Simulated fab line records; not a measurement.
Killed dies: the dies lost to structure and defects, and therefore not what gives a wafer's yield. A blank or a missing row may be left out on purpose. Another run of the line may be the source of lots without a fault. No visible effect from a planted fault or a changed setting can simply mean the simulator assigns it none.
The tool behind it: which one? + flow ritCmos + 13 lots, 39 wafers sampled, at 3 steps of a route of 202

## WHAT THE GAUGES SHOWED, per wafer
RIT_GATE_THK_MEAS_07.
| lot  | measured    | on           | GATE_OXIDE_THK (nm) |
|------|-------------|--------------|---------------------|
| L442 | day 2 20:41 | filmMetro-02 | 3.10 3.13 3.17      |
| L444 | day 3 02:21 | filmMetro-01 | 3.08 3.05 2.96      |
| L446 | day 3 12:58 | filmMetro-03 | 2.89 2.97 2.93      |
| L453 | day 4 20:36 | filmMetro-03 | 2.93 3.03 2.95      |
| L456 | day 5 12:26 | filmMetro-02 | 3.00 2.99 2.99      |
| L457 | day 5 20:15 | filmMetro-03 | 3.08 3.06 3.08      |
| L459 | day 6 00:08 | filmMetro-01 | 3.04 3.03 3.06      |
| L460 | day 6 08:21 | filmMetro-02 | 3.03 2.97 2.90      |
| L461 | day 6 12:23 | filmMetro-03 | 2.99 2.98 3.01      |
| L462 | day 6 17:19 | filmMetro-02 | 2.89 2.98 3.01      |
| L463 | day 6 21:59 | filmMetro-03 | 2.83 2.89 2.86      |
| L464 | day 7 04:37 | filmMetro-03 | 2.98 2.98 2.99      |
| L465 | day 7 08:31 | filmMetro-03 | 2.96 2.98 2.92      |

RIT_NSD_TW_MEAS_10.
| lot  | measured    | on           | NSD_TW         |
|------|-------------|--------------|----------------|
| L442 | day 3 12:23 | filmMetro-03 | 3088 3104 3082 |
| L444 | day 3 16:35 | filmMetro-01 | 3118 3107 3101 |
| L446 | day 4 04:06 | filmMetro-04 | 3066 3061 3068 |
| L453 | day 5 11:59 | filmMetro-01 | 3109 3093 3105 |
| L456 | day 6 03:30 | filmMetro-04 | 3077 3078 3071 |
| L457 | day 6 09:50 | filmMetro-04 | 3071 3066 3056 |
| L459 | day 6 13:31 | filmMetro-01 | 3115 3123 3109 |
| L460 | day 6 23:44 | filmMetro-04 | 3059 3057 3077 |
| L461 | day 7 03:57 | filmMetro-03 | 3131 3120 3104 |
| L462 | day 7 07:51 | filmMetro-03 | 3108 3094 3109 |
| L463 | day 7 13:23 | filmMetro-04 | 3085 3113 3074 |
| L464 | day 7 19:16 | filmMetro-01 | 3122 3113 3121 |
| L465 | day 7 23:48 | filmMetro-03 | 3116 3130 3119 |

RIT_PSD_OVL_MEAS_06.
| lot  | measured    | on         | PSD_OVL (nm)   |
|------|-------------|------------|----------------|
| L442 | day 3 13:25 | overlay-01 | 1.2 1.3 0.8    |
| L444 | day 3 17:37 | overlay-02 | -0.2 -0.2 -0.9 |
| L446 | day 4 05:01 | overlay-01 | 1.4 0.5 -0.2   |
| L453 | day 5 13:01 | overlay-01 | 0.0 -0.5 -1.1  |
| L456 | day 6 04:25 | overlay-01 | 1.5 1.6 0.8    |
| L457 | day 6 10:44 | overlay-01 | 1.0 0.2 1.3    |
| L459 | day 6 14:25 | overlay-01 | 2.0 1.7 0.3    |
| L460 | day 7 00:38 | overlay-01 | 0.5 1.4 0.4    |
| L461 | day 7 04:52 | overlay-02 | -0.9 0.9 0.6   |
| L462 | day 7 08:53 | overlay-01 | -0.4 -0.3 -2.1 |
| L463 | day 7 14:37 | overlay-02 | 0.7 1.4 2.8    |
| L464 | day 7 20:13 | overlay-02 | -2.8 -2.3 -1.5 |
| L465 | day 8 00:55 | overlay-01 | 1.4 -0.3 2.0   |

## WHICH TOOL RAN EACH LOT (tool, then ch and the chambers of the sampled wafers, then the start)
The record shows no process step preceding these readings.

## AS READ BY THE TOOLS THEMSELVES (means over the sampled wafers that have a number; for cases with no such wafer, the mark the record gives instead)
The record holds no such reading with a usual standard deviation.

## THE ANSWER, worked out from the rows above alone
Rule: what is usual is taken from the lots themselves. Put in order of their means at a reading, lots are off if they are a third of the lots or fewer, leave a main group of 4 or more, and stand apart from it by a gap of 3 or more times the standard deviation of the main group's means; of several such gaps the widest counts. A main group is skipped when, at the precision printed for the reading in the tables above, its means are all equal. A lot without any number at a reading at which 4 lots or more have one is off too. The other lots that the step has rows for count as sound. Order of review: gauges by route order, followed by the tools' own readings, for which a lot's mean as printed above is used. At the first step where some lot is off, the reading lying furthest off is the one used; lots without a number count as furthest.
No lot is off at any reading shown: from this, nothing can be told.

## WHAT THE SIMULATOR HAD INSERTED
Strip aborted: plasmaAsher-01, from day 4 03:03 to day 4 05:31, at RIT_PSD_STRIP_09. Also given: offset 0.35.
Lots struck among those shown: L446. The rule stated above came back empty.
